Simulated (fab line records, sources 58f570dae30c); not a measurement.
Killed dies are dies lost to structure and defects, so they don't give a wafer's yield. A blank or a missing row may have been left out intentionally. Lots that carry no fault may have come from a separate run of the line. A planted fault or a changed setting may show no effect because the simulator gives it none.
Chamber matching    flow berkeley-cmos170    pecvd-01 running UCB170_SPACER_CVD_00: 3 sister chambers
The step deposits SiO2 from TEOS/O2, target thk 376 nm, time 47 s. 6 wafers are shown with their chamber, then 9 later ones without.

## WAFERS, EACH WITH ITS CHAMBER
wafer   chamber  heater-power-w (W)  rf-fwd-power-W (W)
L083.1  1        284                 542.5
L089.2  1        295                 550.1
L089.4  0        214                 543.3
L091.3  2        249                 543.3
L091.4  0        273                 547.3
L091.5  2        252                 545.2

## WAFERS MISSING THEIR CHAMBER
wafer   heater-power-w (W)  rf-fwd-power-W (W)
L094.1  225                 543.7
L094.4  296                 544.7
L094.6  301                 543.7
L093.1  229                 545.6
L093.2  272                 541.9
L093.5  244                 543.4
L095.1  261                 545.1
L095.2  268                 546.2
L095.3  212                 544.7

## CHAMBER TAKEN BY EACH
wafer   from the rows above           in truth
L094.1  can't be placed: 0 or 2 or 1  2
L094.4  can't be placed: 1 or 2 or 0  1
L094.6  can't be placed: 1 or 2 or 0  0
L093.1  can't be placed: 0 or 2 or 1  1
L093.2  can't be placed: 2 or 1 or 0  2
L093.5  can't be placed: 2 or 0 or 1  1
L095.1  can't be placed: 2 or 0 or 1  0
L095.2  can't be placed: 1 or 2 or 0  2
L095.3  can't be placed: 0 or 2 or 1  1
Placed correctly: 0 of 9. Can't be placed from these rows: 9 (the true chamber is among the candidates in 9). Placed wrongly: 0.
How it was worked out, from the rows above alone: a wafer's distance from a chamber is the root of the sum, over the readings, of the square of ((its reading less the chamber's mean) divided by the reading's scatter). If the next closest chamber is less than 2 further off than the closest, the wafer can't be placed; otherwise it belongs to the closest. A chamber's mean is the mean of its shown wafers. The scatter is the square root of a quotient: the sum, over the shown wafers, of each reading's squared deviation from its chamber's mean, divided by wafers minus chambers.
